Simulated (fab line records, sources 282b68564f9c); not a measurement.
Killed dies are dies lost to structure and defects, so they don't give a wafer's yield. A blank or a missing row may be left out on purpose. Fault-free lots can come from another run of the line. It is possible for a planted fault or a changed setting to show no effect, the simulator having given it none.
Tool commonality check ; flow rit-cmos ; Sampled: 13 lots, 42 wafers

WHAT PROMPTED THE OPENING
RIT_ACTIVE_THK_MEAS_04, reading ACTIVE_NITRIDE_THK: flagged on 1 of 13 lots. Fault-free wafers read 151.4 nm, with a standard deviation of 1.6.
Rule: a lot is flagged when every wafer of it that has a number lies more than 4 standard deviations from that mean, or none has a number. As for the other lots, they are considered sound.

lot;measured;on;ACTIVE_NITRIDE_THK (nm), wafer by wafer;flag
L331;day 1 14:28;film-metro-03;148.4 147.6 148.7;
L332;day 1 19:14;film-metro-01;151.8 153.0 152.6;
L333;day 1 23:58;film-metro-01;151.3 153.0 152.4;
L334;day 2 04:32;film-metro-03;152.2 151.1 150.8;
L335;day 2 09:32;film-metro-03;150.5 150.4 152.4;
L336;day 2 14:51;film-metro-03;151.6 152.1 152.6;
L340;day 3 12:31;film-metro-04;150.3 151.0 150.8;
L341;day 3 16:57;film-metro-03;190.1 190.3 189.4 190.1 190.3 189.4;FLAGGED
L343;day 4 03:50;film-metro-01;149.0 149.2 150.4;
L349;day 5 08:02;film-metro-03;149.6 149.9 150.0;
L351;day 5 18:28;film-metro-03;151.2 151.4 150.9;
L352;day 6 00:04;film-metro-03;150.6 149.1 150.4;
L353;day 6 03:33;film-metro-04;150.1 151.7 150.2;
On average the flagged lots' numbers are 189.9 nm, which is +38.5 nm against the usual, or +24 standard deviations.

LOT BY LOT: THE TOOL USED
The record keeps 1 process step preceding the reading, out of 202 steps on the route. In each cell: the tool, then ch and the chambers that the sampled wafers went through, then the start.
lot;flag;RIT_ACTIVE_CVD_03
L331;;lpcvd-01 ch 1, day 1 13:01
L332;;lpcvd-01 ch 1, day 1 17:49
L333;;lpcvd-02 ch 1, day 1 22:34
L334;;lpcvd-02 ch 1, day 2 03:07
L335;;lpcvd-02 ch 1, day 2 08:07
L336;;lpcvd-02 ch 0, day 2 13:26
L340;;lpcvd-01 ch 0, day 3 10:23
L341;FLAGGED;lpcvd-02 ch 1, day 3 15:31
L343;;lpcvd-01 ch 1, day 4 02:25
L349;;lpcvd-01 ch 0, day 5 06:38
L351;;lpcvd-01 ch 0, day 5 16:20
L352;;lpcvd-01 ch 0, day 5 22:39
L353;;lpcvd-01 ch 1, day 6 02:07
What is done by these steps:
- RIT_ACTIVE_CVD_03: deposits Si3N4 from SiH2Cl2/NH3, target thk 150 nm, time 1500 s.
- RIT_ACTIVE_THK_MEAS_04

FLAGGED AGAINST TOTAL, ONE TOOL AT A TIME (gauges that did the reading follow at the end)
step;tool;lots run;flagged;share of the flagged lots;sound lots run after its first flagged lot
RIT_ACTIVE_CVD_03;lpcvd-01;8;0;none;-
RIT_ACTIVE_CVD_03;lpcvd-02;5;1;all;0
RIT_ACTIVE_THK_MEAS_04;film-metro-01;3;0;none;-
RIT_ACTIVE_THK_MEAS_04;film-metro-03;8;1;all;3 (L349,L351,L352)
RIT_ACTIVE_THK_MEAS_04;film-metro-04;2;0;none;-

WHAT THE TABLE PERMITS
Rows of the table that ran all the flagged lots, 2 in number: lpcvd-02 at RIT_ACTIVE_CVD_03; film-metro-03 at RIT_ACTIVE_THK_MEAS_04.
- lpcvd-02 at RIT_ACTIVE_CVD_03: 1 of its 5 lots flagged. A fault beginning between L336 (day 2 13:26), its last sound lot, and L341 (day 3 15:31), its first flagged one, fits the data. Its own readings lie more than 4 standard deviations out on every wafer of the flagged lots: spike-tc-centre-C, spike-tc-load-C, spike-tc-source-C.
- film-metro-03 at RIT_ACTIVE_THK_MEAS_04: 1 of its 8 lots flagged. Sound lots ran on it after the first flagged one (L349, L351, L352), which a lasting fault on the whole tool wouldn't allow.
Left over: one tool, lpcvd-02 at RIT_ACTIVE_CVD_03.

WHAT THE SIMULATOR HAD INSERTED
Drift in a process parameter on lpcvd-02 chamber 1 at RIT_ACTIVE_CVD_03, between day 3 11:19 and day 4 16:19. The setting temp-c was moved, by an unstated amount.
Shown lots that were struck: L341. The rule above found the same.
